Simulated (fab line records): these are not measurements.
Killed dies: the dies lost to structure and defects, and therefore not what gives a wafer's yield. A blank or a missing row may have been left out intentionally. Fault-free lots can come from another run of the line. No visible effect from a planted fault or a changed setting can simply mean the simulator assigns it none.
8D (eight disciplines) problem report, filled in by code -- flow berkeley cmos170 -- the parts of the form that need people (team, actions taken, sign-off) are left out

## 1. THE PROBLEM
Mean V2_TEOS_THK at UCB170_V2_THK_MEAS_01: 2339 nm over 3 wafers in 2 lots; fault-free wafers: 1996 nm, standard deviation 33. Measured from the usual mean, that is +10 standard deviations.
First observed at day 9 13:19: wafer L352.1, on film metro-01. The record has a number at this step for 34 wafers belonging to 12 lots. Rule for "out" (also "out of limits"): further than 4 standard deviations from the usual mean. All remaining wafers that have a number are taken as sound.

## 2. WHAT THIS IS AND IS NOT
question,is,is not
which readings at this step,V2_TEOS_THK,-
which lots,"L352, L354","L342, L343, L344, L345, L346, L347, L355, L359, L362, L363"
which wafers of those lots,"L352.1, L352.4, L354.6",L352.3
read on which gauges,"film metro-01, film metro-02",film metro-04
when,from day 9 13:19,"up to then (19 sound wafers); but 12 sound wafers of L355, L359, L362, L363 came after"

## 3. THE SUSPECTS, EACH WITH WHAT RULES IT OUT
Counting: a tool at a process step up to the reading stays a suspect if it ran every lot that is out. Sound lots after the first of them don't rule it out here, since some wafers of a struck lot are sound.
- the gauge at UCB170_V2_THK_MEAS_01 has been ruled out. 2 gauges (film metro-01, film metro-02) read the wafers that are out.
- pecvd-02 at UCB170_V2_CVD_00 (deposits SiO2 from TEOS/O2, target thk 2000 nm, time 250 s): kept. It ran every lot that is out, first L352 (day 9 13:09); its last sound lot up to then is L346 (day 8 21:18). Its own readings are out on those wafers: run length s.
- The sound lot-mates ran in chamber 1 of pecvd-02 at UCB170_V2_CVD_00, but the wafers that are out ran in chamber 0.
Remaining after the count: pecvd-02 at UCB170_V2_CVD_00.

## 4. THE CAUSE (what the simulator had put in)
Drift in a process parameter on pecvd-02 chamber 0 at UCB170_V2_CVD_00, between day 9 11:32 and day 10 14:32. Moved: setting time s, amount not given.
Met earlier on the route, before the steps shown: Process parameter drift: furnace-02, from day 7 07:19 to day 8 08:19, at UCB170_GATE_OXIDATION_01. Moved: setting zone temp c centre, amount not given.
Only this tool survived the counting.

## 5. SEQUENCE OF EFFECTS, ordered by route
Each row: a reading where the mean over the struck wafers with a number is more than 3 standard deviations away from the usual. Scope: only readings with a usual standard deviation given in the record; hours: median across lots of the time from each lot's start at the first step in this table that gives one to its start at this step; sigmas: change in usual standard deviations.
hours,step,reading,usual,on struck wafers,change,sigmas
0,UCB170_V2_CVD_00,run length s,278.1 s,320.2,+42.1,+88
0,UCB170_V2_THK_MEAS_01,V2_TEOS_THK,1996 nm,2339,+343,+10
Here are the process steps it includes:
- UCB170_V2_CVD_00: deposits SiO2 from TEOS/O2, target thk 2000 nm, time 250 s.
Later measuring or inspecting steps at which every struck wafer that the step has a row for has a number for every such reading, and none has moved that far: UCB170_M3_THK_MEAS_03.

## 6. HOW IT WOULD HAVE BEEN CAUGHT EARLIER
In this record the first reading out of limits at a measuring or inspecting step was taken at day 9 13:19, 2 hours after the fault began at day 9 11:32.
The tool's own readings at UCB170_V2_CVD_00 were out on every struck wafer that the step has a row for (run length s): an alarm limit on them would have fired on the first of those.
L354, from the lots that are out (2), started UCB170_V2_CVD_00 on pecvd-02 later than day 9 13:19. A tool hold placed at that time would have kept it from harm.
